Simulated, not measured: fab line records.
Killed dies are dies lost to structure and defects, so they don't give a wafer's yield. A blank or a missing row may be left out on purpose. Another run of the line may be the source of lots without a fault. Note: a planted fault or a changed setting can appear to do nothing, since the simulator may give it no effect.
8D (eight disciplines) problem report, filled in by code	flow berkeley-cmos170	the parts of the form that need people (team, actions taken, sign-off) are left out

1. PROBLEM STATEMENT
oes-product-au at UCB170_M3_METAL_ETCH_18 reads a mean of 0.946 a.u. on 5 wafers of 3 lots; wafers without a fault read 0.866 a.u. with a standard deviation of 0.0093. Relative to the usual mean, that is a shift of +8.6 standard deviations.
The step: etches Al in Cl2/BCl3, stops on SiO2, target depth 1170 nm, time 195 s.
Earliest sighting: wafer L928.2 on rie-metal-03 at day 11 04:30. Wafers with a number at this step in the record: 45, from 15 lots. By rule, "out" or "out of limits" means more than 4 standard deviations away from the usual mean. The rest of the wafers with a number are treated as sound.

2. WHAT IT IS; WHAT IT IS NOT
question	is	is not
which readings at this step	oes-product-au	drypump-motor-current-A, throttle-valve-pct
which lots	L924, L928, L930	L914, L915, L916, L917, L918, L919, L921, L922, L923, L932, L933, L934
which wafers of those lots	L924.1, L924.3, L928.2, L928.6, L930.3	L924.2, L928.5, L930.4, L930.5
read on which tools	rie-metal-03	rie-metal-01, rie-metal-04
when	from day 11 04:30	up to then (28 sound wafers); but 12 sound wafers of L924, L930, L932, L933, L934 came after

3. SUSPECTS, AND WHAT RULES EACH OUT
Counting: any tool at a process step up to the reading remains a suspect provided it ran every lot that is out. Sound lots after the first of them don't rule it out here, since some wafers of a struck lot are sound.
- rie-metal-03 at UCB170_M3_METAL_ETCH_18 (etches Al in Cl2/BCl3, stops on SiO2, target depth 1170 nm, time 195 s): kept. Ran every lot that is out, first one L928 (day 11 04:30); last sound lot up to then L923 (day 10 20:49). On those wafers its own readings are out: oes-product-au.
- At UCB170_M3_METAL_ETCH_18 on rie-metal-03, chamber 1 took the sound wafers of the same lots and chamber 0 took the wafers that are out.
Remaining after the count: rie-metal-03 at UCB170_M3_METAL_ETCH_18.

4. THE CAUSE (what the simulator had put in)
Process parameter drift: rie-metal-03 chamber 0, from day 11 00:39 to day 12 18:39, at UCB170_M3_METAL_ETCH_18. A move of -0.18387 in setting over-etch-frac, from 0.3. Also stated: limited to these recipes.
The count eliminated every tool but this one.

5. THE CHAIN OF EFFECTS, in route order
Each row: a reading where the mean over the struck wafers with a number is more than 3 standard deviations away from the usual. Only readings for which the record gives a usual standard deviation are gone through. hours: the time from each lot's start at the first step in this table that gives one to its start at this step, as a median over the lots. sigmas: the change in usual standard deviations.
hours	step	reading	usual	on struck wafers	change	sigmas
0	UCB170_M3_METAL_ETCH_18	oes-product-au	0.866 a.u.	0.946	+0.080	+8.6
0	UCB170_M3_STRIP_19	oes-product-au	0.539 a.u.	0.654	+0.115	+4.6
Its process steps:
- UCB170_M3_METAL_ETCH_18: etches Al in Cl2/BCl3, stops on SiO2, target depth 1170 nm, time 195 s.
- UCB170_M3_STRIP_19: strips in O2.

6. HOW IT WOULD HAVE BEEN CAUGHT EARLIER
In this record the first reading out of limits was taken at day 11 04:30, 4 hours after the fault began at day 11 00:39.
